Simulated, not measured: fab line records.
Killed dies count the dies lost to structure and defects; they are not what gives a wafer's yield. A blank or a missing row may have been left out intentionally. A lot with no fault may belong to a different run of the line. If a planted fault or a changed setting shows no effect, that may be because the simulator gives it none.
The tool behind it: which one? || flow berkeley_cmos170 || Sampling: 11 lots, 33 wafers, 5 of 331 route steps

== WHAT THE GAUGES READ, wafer by wafer ==
UCB170_START_THK_MEAS_03. Usual: START_OXIDE_THK 19.9 nm, standard deviation 0.4.
{"lot": "L610", "measured": "day 1 11:43", "on": "film_metro-04", "START_OXIDE_THK (nm)": "20.6 20.7 20.2", "flag": ""}
{"lot": "L611", "measured": "day 1 20:13", "on": "film_metro-04", "START_OXIDE_THK (nm)": "19.5 19.7 19.7", "flag": ""}
{"lot": "L612", "measured": "day 2 00:32", "on": "film_metro-04", "START_OXIDE_THK (nm)": "20.0 19.9 19.8", "flag": ""}
{"lot": "L613", "measured": "day 2 07:28", "on": "film_metro-03", "START_OXIDE_THK (nm)": "19.0 19.2 19.2", "flag": ""}
{"lot": "L614", "measured": "day 2 11:03", "on": "film_metro-03", "START_OXIDE_THK (nm)": "19.6 20.1 20.2", "flag": ""}
{"lot": "L617", "measured": "day 3 04:44", "on": "film_metro-03", "START_OXIDE_THK (nm)": "25.6 25.7 25.5", "flag": "OFF"}
{"lot": "L618", "measured": "day 3 04:44", "on": "film_metro-04", "START_OXIDE_THK (nm)": "25.9 25.5 25.8", "flag": "OFF"}
{"lot": "L625", "measured": "day 4 16:05", "on": "film_metro-03", "START_OXIDE_THK (nm)": "20.2 19.9 20.3", "flag": ""}
{"lot": "L626", "measured": "day 4 21:31", "on": "film_metro-03", "START_OXIDE_THK (nm)": "20.4 20.6 20.7", "flag": ""}
{"lot": "L627", "measured": "day 5 02:32", "on": "film_metro-01", "START_OXIDE_THK (nm)": "19.6 19.5 19.3", "flag": ""}
{"lot": "L633", "measured": "day 6 08:40", "on": "film_metro-01", "START_OXIDE_THK (nm)": "19.9 19.8 20.0", "flag": ""}

UCB170_ACTIVE_CD_MEAS_13: target cd 1200 nm. Usual: cd_nm reads 1199.7 nm (standard deviation 1.4).
{"lot": "L610", "measured": "day 5 00:25", "on": "cd_sem-01", "cd_nm (nm)": "1200.3 1198.2 1198.7", "flag": ""}
{"lot": "L611", "measured": "day 5 00:40", "on": "cd_sem-02", "cd_nm (nm)": "1201.3 1200.8 1201.1", "flag": ""}
{"lot": "L612", "measured": "day 5 04:38", "on": "cd_sem-01", "cd_nm (nm)": "1200.9 1200.5 1200.8", "flag": ""}
{"lot": "L613", "measured": "day 5 04:20", "on": "cd_sem-01", "cd_nm (nm)": "1199.8 1198.3 1199.0", "flag": ""}
{"lot": "L614", "measured": "day 5 04:07", "on": "cd_sem-02", "cd_nm (nm)": "1199.8 1200.4 1200.8", "flag": ""}
{"lot": "L617", "measured": "day 6 09:28", "on": "cd_sem-02", "cd_nm (nm)": "1200.6 1200.3 1201.0", "flag": ""}
{"lot": "L618", "measured": "day 6 10:10", "on": "cd_sem-02", "cd_nm (nm)": "1198.9 1199.5 1200.0", "flag": ""}
{"lot": "L625", "measured": "day 7 08:08", "on": "cd_sem-02", "cd_nm (nm)": "1198.9 1198.8 1199.9", "flag": ""}
{"lot": "L626", "measured": "day 7 12:33", "on": "cd_sem-01", "cd_nm (nm)": "1199.5 1199.5 1199.0", "flag": ""}
{"lot": "L627", "measured": "day 8 07:36", "on": "cd_sem-01", "cd_nm (nm)": "1200.2 1199.1 1199.9", "flag": ""}
{"lot": "L633", "measured": "day 8 19:16", "on": "cd_sem-01", "cd_nm (nm)": "1197.8 1197.8 1198.3", "flag": ""}

UCB170_PFIELD_OVL_MEAS_06. Usual: PFIELD_OVL -2 nm, standard deviation 4.9.
{"lot": "L610", "measured": "day 5 03:17", "on": "overlay-01", "PFIELD_OVL (nm)": "6 3 5", "flag": ""}
{"lot": "L611", "measured": "day 5 03:39", "on": "overlay-02", "PFIELD_OVL (nm)": "1 9 0", "flag": ""}
{"lot": "L612", "measured": "day 5 07:12", "on": "overlay-01", "PFIELD_OVL (nm)": "2 1 2", "flag": ""}
{"lot": "L613", "measured": "day 5 07:21", "on": "overlay-02", "PFIELD_OVL (nm)": "4 -5 -5", "flag": ""}
{"lot": "L614", "measured": "day 5 07:05", "on": "overlay-02", "PFIELD_OVL (nm)": "-7 -5 -8", "flag": ""}
{"lot": "L617", "measured": "day 6 13:47", "on": "overlay-01", "PFIELD_OVL (nm)": "-7 -8 -10", "flag": ""}
{"lot": "L618", "measured": "day 6 13:52", "on": "overlay-02", "PFIELD_OVL (nm)": "-2 -5 -9", "flag": ""}
{"lot": "L625", "measured": "day 7 11:51", "on": "overlay-01", "PFIELD_OVL (nm)": "-1 1 8", "flag": ""}
{"lot": "L626", "measured": "day 7 15:34", "on": "overlay-02", "PFIELD_OVL (nm)": "-7 -2 0", "flag": ""}
{"lot": "L627", "measured": "day 8 10:52", "on": "overlay-01", "PFIELD_OVL (nm)": "-1 -8 -4", "flag": ""}
{"lot": "L633", "measured": "day 9 00:14", "on": "overlay-02", "PFIELD_OVL (nm)": "8 2 -6", "flag": ""}

== WHICH TOOL RAN EACH LOT (tool, then ch and the chambers of the sampled wafers, then the start) ==
{"lot": "L610", "UCB170_START_OXIDATION_02": "furnace-01 ch 0, day 1 10:13", "UCB170_PWELL_STRIP_16": "plasma_asher-04 ch 0,1, day 3 11:24"}
{"lot": "L611", "UCB170_START_OXIDATION_02": "furnace-01 ch 0, day 1 18:43", "UCB170_PWELL_STRIP_16": "plasma_asher-04 ch 0,1, day 3 19:01"}
{"lot": "L612", "UCB170_START_OXIDATION_02": "furnace-01 ch 0, day 1 22:58", "UCB170_PWELL_STRIP_16": "plasma_asher-03 ch 0,1, day 3 19:36"}
{"lot": "L613", "UCB170_START_OXIDATION_02": "furnace-02 ch 0, day 2 05:58", "UCB170_PWELL_STRIP_16": "plasma_asher-04 ch 0,1, day 4 04:14"}
{"lot": "L614", "UCB170_START_OXIDATION_02": "furnace-04 ch 0, day 2 09:32", "UCB170_PWELL_STRIP_16": "plasma_asher-03 ch 0,1, day 4 04:18"}
{"lot": "L617", "UCB170_START_OXIDATION_02": "furnace-04 ch 0, day 3 03:14", "UCB170_PWELL_STRIP_16": "plasma_asher-04 ch 0,1, day 5 03:07"}
{"lot": "L618", "UCB170_START_OXIDATION_02": "furnace-04 ch 0, day 3 03:14", "UCB170_PWELL_STRIP_16": "plasma_asher-03 ch 0,1, day 5 03:23"}
{"lot": "L625", "UCB170_START_OXIDATION_02": "furnace-01 ch 0, day 4 14:35", "UCB170_PWELL_STRIP_16": "plasma_asher-03 ch 0,1, day 6 03:29"}
{"lot": "L626", "UCB170_START_OXIDATION_02": "furnace-01 ch 0, day 4 20:01", "UCB170_PWELL_STRIP_16": "plasma_asher-03 ch 0,1, day 6 08:44"}
{"lot": "L627", "UCB170_START_OXIDATION_02": "furnace-02 ch 0, day 5 01:01", "UCB170_PWELL_STRIP_16": "plasma_asher-03 ch 0,1, day 7 01:10"}
{"lot": "L633", "UCB170_START_OXIDATION_02": "furnace-01 ch 0, day 6 07:10", "UCB170_PWELL_STRIP_16": "plasma_asher-04 ch 0, day 7 15:57"}
- UCB170_START_OXIDATION_02: target thk 20 nm, ox time 1800 s.
- UCB170_PWELL_STRIP_16: strips in O2.

== WHAT THE TOOLS THEMSELVES READ (means of the sampled wafers that have a number; where no wafer has one, the mark that the record gives instead) ==
UCB170_START_OXIDATION_02. Usual: ox_temp_c 950.0 C, standard deviation 0.41; tube_center_temp_C_max 952.5, standard deviation 0.43; zone_power_load_pct 28 %, standard deviation 3.6.
{"lot": "L610", "tool": "furnace-01", "ox_temp_c (C)": 950.4, "tube_center_temp_C_max": 952.7, "zone_power_load_pct (%)": 33, "flag": ""}
{"lot": "L611", "tool": "furnace-01", "ox_temp_c (C)": 950.1, "tube_center_temp_C_max": 952.3, "zone_power_load_pct (%)": 32, "flag": ""}
{"lot": "L612", "tool": "furnace-01", "ox_temp_c (C)": 950.2, "tube_center_temp_C_max": 953.1, "zone_power_load_pct (%)": 32, "flag": ""}
{"lot": "L613", "tool": "furnace-02", "ox_temp_c (C)": 950.0, "tube_center_temp_C_max": 953.0, "zone_power_load_pct (%)": 29, "flag": ""}
{"lot": "L614", "tool": "furnace-04", "ox_temp_c (C)": 950.2, "tube_center_temp_C_max": 952.5, "zone_power_load_pct (%)": 25, "flag": ""}
{"lot": "L617", "tool": "furnace-04", "ox_temp_c (C)": 950.1, "tube_center_temp_C_max": 952.3, "zone_power_load_pct (%)": 25, "flag": ""}
{"lot": "L618", "tool": "furnace-04", "ox_temp_c (C)": 949.7, "tube_center_temp_C_max": 952.6, "zone_power_load_pct (%)": 25, "flag": ""}
{"lot": "L625", "tool": "furnace-01", "ox_temp_c (C)": 950.0, "tube_center_temp_C_max": 952.5, "zone_power_load_pct (%)": 32, "flag": ""}
{"lot": "L626", "tool": "furnace-01", "ox_temp_c (C)": 950.1, "tube_center_temp_C_max": 952.5, "zone_power_load_pct (%)": 32, "flag": ""}
{"lot": "L627", "tool": "furnace-02", "ox_temp_c (C)": 949.9, "tube_center_temp_C_max": 952.6, "zone_power_load_pct (%)": 30, "flag": ""}
{"lot": "L633", "tool": "furnace-01", "ox_temp_c (C)": 949.9, "tube_center_temp_C_max": 952.9, "zone_power_load_pct (%)": 32, "flag": ""}

UCB170_PWELL_STRIP_16. Usual: drypump_motor_current_A 5.8 A, standard deviation 0.6; oes_product_au 0.721 a.u., standard deviation 0.0048; strip_time_to_endpoint_s 18.10 s, standard deviation 0.081.
{"lot": "L610", "tool": "plasma_asher-04", "drypump_motor_current_A (A)": 6.3, "oes_product_au (a.u.)": 0.718, "strip_time_to_endpoint_s (s)": 17.99, "flag": ""}
{"lot": "L611", "tool": "plasma_asher-04", "drypump_motor_current_A (A)": 6.5, "oes_product_au (a.u.)": 0.723, "strip_time_to_endpoint_s (s)": 18.15, "flag": ""}
{"lot": "L612", "tool": "plasma_asher-03", "drypump_motor_current_A (A)": 5.7, "oes_product_au (a.u.)": 0.719, "strip_time_to_endpoint_s (s)": 18.02, "flag": ""}
{"lot": "L613", "tool": "plasma_asher-04", "drypump_motor_current_A (A)": 6.3, "oes_product_au (a.u.)": 0.723, "strip_time_to_endpoint_s (s)": 18.14, "flag": ""}
{"lot": "L614", "tool": "plasma_asher-03", "drypump_motor_current_A (A)": 5.4, "oes_product_au (a.u.)": 0.720, "strip_time_to_endpoint_s (s)": 18.13, "flag": ""}
{"lot": "L617", "tool": "plasma_asher-04", "drypump_motor_current_A (A)": 6.2, "oes_product_au (a.u.)": 0.717, "strip_time_to_endpoint_s (s)": 18.11, "flag": ""}
{"lot": "L618", "tool": "plasma_asher-03", "drypump_motor_current_A (A)": 5.7, "oes_product_au (a.u.)": 0.722, "strip_time_to_endpoint_s (s)": 18.10, "flag": ""}
{"lot": "L625", "tool": "plasma_asher-03", "drypump_motor_current_A (A)": 5.7, "oes_product_au (a.u.)": 0.722, "strip_time_to_endpoint_s (s)": 18.07, "flag": ""}
{"lot": "L626", "tool": "plasma_asher-03", "drypump_motor_current_A (A)": 5.7, "oes_product_au (a.u.)": 0.721, "strip_time_to_endpoint_s (s)": 18.14, "flag": ""}
{"lot": "L627", "tool": "plasma_asher-03", "drypump_motor_current_A (A)": 5.7, "oes_product_au (a.u.)": 0.723, "strip_time_to_endpoint_s (s)": 18.20, "flag": ""}
{"lot": "L633", "tool": "plasma_asher-04", "drypump_motor_current_A (A)": 6.7, "oes_product_au (a.u.)": 0.722, "strip_time_to_endpoint_s (s)": 17.99, "flag": ""}

== THE ANSWER, worked out from the rows above alone ==
Rule: lot off if the mean of its wafers having a number is beyond 3 standard deviations from the usual mean. A lot without any number at a reading at which 4 lots or more have one is off too. The other lots that the step has rows for count as sound. After the gauges, taken in route order, come the tools' own readings; for these a lot's mean is taken, as printed above. At the first step where some lot is off, the reading lying furthest off is the one used; lots without a number count as furthest.
Off: L617, L618, at UCB170_START_THK_MEAS_03 (START_OXIDE_THK).
If a tool, at a process step before that reading, ran all the lots that are off and no sound lot after the first of them, it fits. Those tools and the gauges at UCB170_START_THK_MEAS_03 are tried in the same way. One candidate fits, namely furnace-04 at UCB170_START_OXIDATION_02. Its last sound lot is L614 (day 2 09:32), its first lot that is off L617 (day 3 03:14): a fault that began between those two fits.

== WHAT HAD BEEN PUT IN BY THE SIMULATOR ==
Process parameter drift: furnace-04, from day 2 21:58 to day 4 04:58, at UCB170_START_OXIDATION_02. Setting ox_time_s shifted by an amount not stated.
Struck lots among those shown: L618, L617. The rule given above showed the same thing.
